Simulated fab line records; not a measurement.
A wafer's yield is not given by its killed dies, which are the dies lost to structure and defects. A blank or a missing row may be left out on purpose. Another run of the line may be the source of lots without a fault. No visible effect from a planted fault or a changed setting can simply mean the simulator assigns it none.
Split-lot trial    flow berkeley_cmos170    on a route of 331 steps: 5 lots, 23 wafers read

== THE SPLIT ITSELF ==
At UCB170_GATE_CVD_04 (deposits poly-Si from SiH4, time 1440 s, target thk 214 nm), the setting pressure_mtorr was moved away from the recipe's 375 mTorr on 10 of the 23 wafers read, by +4.2% to +11.7%. All remaining wafers had this setting at the recipe value.

The file shows no step between the split and the reading.

== THE READING ==
Values of GATE_POLY_THK in nm from UCB170_GATE_THK_MEAS_05. Fault-free wafers of this fab line usually give 212.8 nm, standard deviation 1.6 nm.

wafer   tool, chamber at the split  pressure_mtorr as run, mTorr  against the recipe  GATE_POLY_THK, nm  against lot-mates on the recipe
L074.1  -, -                        375                           recipe              211.6              -
L074.2  -, -                        375                           recipe              209.7              -
L074.3  -, -                        375                           recipe              210.8              -
L074.4  -, -                        375                           recipe              211.4              -
L074.6  -, -                        375                           recipe              210.8              -
L075.1  lpcvd-01, 1                 375                           recipe              210.3              -
L075.4  lpcvd-01, 1                 375                           recipe              211.6              -
L075.5  lpcvd-01, 1                 375                           recipe              211.6              -
L077.1  -, -                        419                           +11.7%              226.4              no lot-mate on the recipe
L077.2  -, -                        419                           +11.7%              225.9              no lot-mate on the recipe
L077.4  -, -                        419                           +11.7%              226.2              no lot-mate on the recipe
L077.5  -, -                        419                           +11.7%              229.2              no lot-mate on the recipe
L077.6  -, -                        419                           +11.7%              225.0              no lot-mate on the recipe
L080.1  -, -                        375                           recipe              213.1              -
L080.2  -, -                        375                           recipe              211.2              -
L080.3  -, -                        375                           recipe              211.5              -
L080.4  -, -                        375                           recipe              213.5              -
L080.5  -, -                        375                           recipe              212.5              -
L083.1  -, -                        390.7                         +4.2%               219.4              no lot-mate on the recipe
L083.2  -, -                        390.7                         +4.2%               218.8              no lot-mate on the recipe
L083.4  -, -                        390.7                         +4.2%               218.3              no lot-mate on the recipe
L083.5  -, -                        390.7                         +4.2%               218.6              no lot-mate on the recipe
L083.6  -, -                        390.7                         +4.2%               218.8              no lot-mate on the recipe

FIT RESULTS
A straight line over all 23 wafers: GATE_POLY_THK changes by +1.3 nm for each +1% of pressure_mtorr; r = +0.98; the points scatter about the line by 1.3 nm.
Too few moved wafers with a lot-mate on the recipe to fit a line net of each lot's own level.

== THE WHOLE CHAIN: every reading that the file lists as answering this split, in the file's order ==
step                     what it does                                                                  reading                                                                         change (the file's fit)               r (the file's)
UCB170_GATE_CVD_04       deposits poly-Si from SiH4, time 1440 s, target thk 214 nm                    poly-Si_of_GATE_CVD_04.thk_nm (the simulator's own value, which no gauge read)  +1.3 nm for each +1% of the setting   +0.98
UCB170_GATE_THK_MEAS_05                                                                                GATE_POLY_THK                                                                   +1.3 for each +1% of the setting      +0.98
UCB170_GATE_ETCH_15      etches poly-Si in HBr/Cl2, stops on SiO2, time 56.3 s, target depth 278.2 nm  GATE.feature_depth_nm (the simulator's own value, which no gauge read)          +1.3 nm for each +1% of the setting   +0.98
UCB170_GATE_ETCH_15      etches poly-Si in HBr/Cl2, stops on SiO2, time 56.3 s, target depth 278.2 nm  etch.depth_nm (the simulator's own value, which no gauge read)                  +1.27 nm for each +1% of the setting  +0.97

== THE FILE'S OWN FIT ==
GATE_POLY_THK changes by +1.3 nm for each +1% of pressure_mtorr, r = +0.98.
